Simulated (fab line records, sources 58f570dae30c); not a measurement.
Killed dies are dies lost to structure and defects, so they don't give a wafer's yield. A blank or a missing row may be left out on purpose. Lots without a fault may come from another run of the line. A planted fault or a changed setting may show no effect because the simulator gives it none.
Split-lot experiment | flow berkeley_cmos170 | 5 lots, 23 wafers read, on a route of 331 steps

THE SPLIT
At UCB170_NWELL_IMPLANT_14, the setting dose_cm2 was moved away from the recipe's 1e+13 on 8 of the 23 wafers read, by +1.9% to +6.5%. The other wafers ran this setting at the recipe's value.

FROM THE SPLIT TO THE READING: what the file shows between them, 1 step
- UCB170_NWELL_STRIP_15: strips in O2

THE READING
NWELL_TW, at UCB170_NWELL_TW_MEAS_16. Fault-free wafers of this fab line usually give 1252, standard deviation 9.2.

wafer  | tool, chamber at the split | dose_cm2 as run | against the recipe | NWELL_TW | against lot-mates on the recipe
L075.2 | implanter-04, 0            | 1e+13           | recipe             | 1265     | -
L075.3 | implanter-04, 0            | 1e+13           | recipe             | 1271     | -
L075.4 | implanter-04, 0            | 1.019e+13       | +1.9%              | 1273     | +5
L075.5 | implanter-04, 0            | 1.019e+13       | +1.9%              | 1275     | +7
L075.6 | implanter-04, 0            | 1.019e+13       | +1.9%              | 1271     | +3
L076.1 | implanter-02, 0            | 1e+13           | recipe             | 1239     | -
L076.2 | implanter-02, 0            | 1.065e+13       | +6.5%              | 1275     | +34
L076.3 | implanter-02, 0            | 1e+13           | recipe             | 1244     | -
L076.4 | implanter-02, 0            | 1.065e+13       | +6.5%              | 1272     | +31
L076.5 | implanter-02, 0            | 1e+13           | recipe             | 1240     | -
L077.2 | implanter-03, 0            | 1e+13           | recipe             | 1255     | -
L077.4 | implanter-03, 0            | 1e+13           | recipe             | 1254     | -
L077.6 | implanter-03, 0            | 1e+13           | recipe             | 1259     | -
L081.1 | implanter-04, 0            | 1e+13           | recipe             | 1249     | -
L081.3 | implanter-04, 0            | 1e+13           | recipe             | 1253     | -
L081.4 | implanter-04, 0            | 1e+13           | recipe             | 1249     | -
L081.5 | implanter-04, 0            | 1e+13           | recipe             | 1255     | -
L081.6 | implanter-04, 0            | 1e+13           | recipe             | 1256     | -
L083.2 | implanter-04, 0            | 1.04e+13        | +4.0%              | 1270     | +20
L083.3 | implanter-04, 0            | 1.04e+13        | +4.0%              | 1273     | +23
L083.4 | implanter-04, 0            | 1e+13           | recipe             | 1249     | -
L083.5 | implanter-04, 0            | 1.04e+13        | +4.0%              | 1268     | +18
L083.6 | implanter-04, 0            | 1e+13           | recipe             | 1251     | -

THE FIT
A straight line over all 23 wafers: NWELL_TW changes by +3.83 for each +1% of dose_cm2; r = +0.70; the points scatter about the line by 8.6.
The same after taking each lot's own level away (the mean of its wafers on the recipe; 23 wafers): +4.95 for each +1%; r = +0.97; scatter 2.8.
On that fit, the largest move of dose_cm2 shifts the reading by 32.
The lots' own levels span 1241.0 to 1268.0, that is 2.9 times the standard deviation above.
So the lot-to-lot level blurs the effect unless lot-mates are compared.
Check: with one of the wafers moved furthest among these (+6.5%) left out of the fit, the line predicts +30.7 for it against its lot-mates. It came out at +34 against them.

OTHER SPLITS ON THESE WAFERS
These wafers also went through other splits before the reading. Each is held against what the fit with the lots' levels taken away leaves over:
other split on the same wafers | wafers away from the commonest value | r with NWELL_TW (lot level and that fit taken away)
UCB170_ZERO_ETCH_06 time_s     | 12                                   | -0.41

THE FILE'S OWN FIT
NWELL_TW changes by +4.95 for each +1% of dose_cm2, r = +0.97.
